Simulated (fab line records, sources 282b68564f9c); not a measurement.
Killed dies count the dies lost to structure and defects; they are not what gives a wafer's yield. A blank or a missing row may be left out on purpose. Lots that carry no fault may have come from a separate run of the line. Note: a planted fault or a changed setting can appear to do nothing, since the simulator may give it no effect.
Split-lot study -- flow rit_cmos -- route with 202 steps; 5 lots, 23 wafers read

ON THE SPLIT
At RIT_NWELL_IMPLANT_08, the setting dose_cm2 was moved away from the recipe's 5e+13 on 8 of the 23 wafers read, by -7.2% to +4.6%. The other wafers ran this setting at the recipe's value.

FROM THE SPLIT TO THE READING: what the file shows between them, 7 steps
- RIT_PWELL_COAT_01: resist thk 1300 nm (also split here: resist_thk_nm)
- RIT_PWELL_SOFTBAKE_02: time 60 s
- RIT_PWELL_EXPOSE_03: exposes mask M3, target cd 43700 nm
- RIT_PWELL_DEVELOP_05: develop time 68 s
- RIT_PWELL_HARDBAKE_07: time 120 s
- RIT_PWELL_STRIP_09: strips in O2, time 180 s (also split here: o2_flow_sccm)
- RIT_WELLDRIVE_ANNEAL_00: time 14700 s

THE READING
NWELL_RS, in ohm/sq, at RIT_WELLDRIVE_RS_MEAS_01 (measures by four-point-probe). A value of 275.7 ohm/sq with a standard deviation of 0.79 ohm/sq is what fault-free wafers of this fab line usually give.

wafer,"tool, chamber at the split",dose_cm2 as run,against the recipe,"NWELL_RS, ohm/sq",against lot-mates on the recipe
L074.2,"implanter-02, 0",4.642e+13,-7.2%,287.3,+12.4
L074.3,"implanter-02, 0",4.642e+13,-7.2%,287.3,+12.4
L074.4,"implanter-02, 0",5e+13,recipe,275.3,-
L074.5,"implanter-02, 0",5e+13,recipe,274.3,-
L074.6,"implanter-02, 0",5e+13,recipe,275.0,-
L076.2,"implanter-03, 0",5e+13,recipe,275.9,-
L076.5,"implanter-03, 0",5e+13,recipe,275.9,-
L076.6,"implanter-03, 0",5e+13,recipe,275.9,-
L077.1,"implanter-02, 0",5e+13,recipe,277.1,-
L077.3,"implanter-02, 0",5e+13,recipe,276.3,-
L077.4,"implanter-02, 0",4.748e+13,-5.0%,286.4,+9.7
L077.5,"implanter-02, 0",4.748e+13,-5.0%,286.2,+9.5
L077.6,"implanter-02, 0",4.748e+13,-5.0%,285.8,+9.1
L079.1,"implanter-03, 0",5e+13,recipe,276.4,-
L079.2,"implanter-03, 0",5e+13,recipe,275.6,-
L079.4,"implanter-03, 0",5e+13,recipe,276.6,-
L079.5,"implanter-03, 0",5e+13,recipe,276.2,-
L079.6,"implanter-03, 0",5e+13,recipe,275.6,-
L082.1,"implanter-02, 0",5.231e+13,+4.6%,268.6,-7.6
L082.2,"implanter-02, 0",5e+13,recipe,275.7,-
L082.4,"implanter-02, 0",5.231e+13,+4.6%,268.6,-7.6
L082.5,"implanter-02, 0",5.231e+13,+4.6%,268.7,-7.6
L082.6,"implanter-02, 0",5e+13,recipe,276.8,-

FIT RESULTS
A straight line over all 23 wafers: NWELL_RS changes by -1.71 ohm/sq for each +1% of dose_cm2; r = -0.99; the points scatter about the line by 0.89 ohm/sq.
The same after taking each lot's own level away (the mean of its wafers on the recipe; 23 wafers): -1.75 ohm/sq for each +1%; r = -1.00; scatter 0.43 ohm/sq.
That fit puts the effect of the largest move of dose_cm2 on the reading at 13 ohm/sq.
The span of the lots' own levels, 274.87 to 276.70 ohm/sq, comes to 2.3 times the standard deviation stated above.
Hence the lot-to-lot level has little effect on the slope; both slopes agree.
Check: +12.7 ohm/sq against its lot-mates is what the line predicts for one of the wafers moved furthest among these (-7.2%) when that wafer is left out of the fit. Against them it came out at +12.4 ohm/sq.

OTHER SPLITS APPLIED TO THESE WAFERS
These wafers also went through other splits before the reading. Each is held against what the fit with the lots' levels taken away leaves over:
other split on the same wafers,wafers away from the commonest value,r with NWELL_RS (lot level and that fit taken away)
RIT_ACTIVE_OXIDATION_01 temp_c,15,+0.31
RIT_ACTIVE_COAT_06 resist_thk_nm,9,+0.33
RIT_ACTIVE_ETCH_13 pressure_mtorr,5,+0.18
RIT_PWELL_COAT_01 resist_thk_nm,10,-0.13
RIT_PWELL_STRIP_09 o2_flow_sccm,6,-0.48

FILE'S OWN FIT
NWELL_RS changes by -1.75 ohm/sq for each +1% of dose_cm2, r = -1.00.
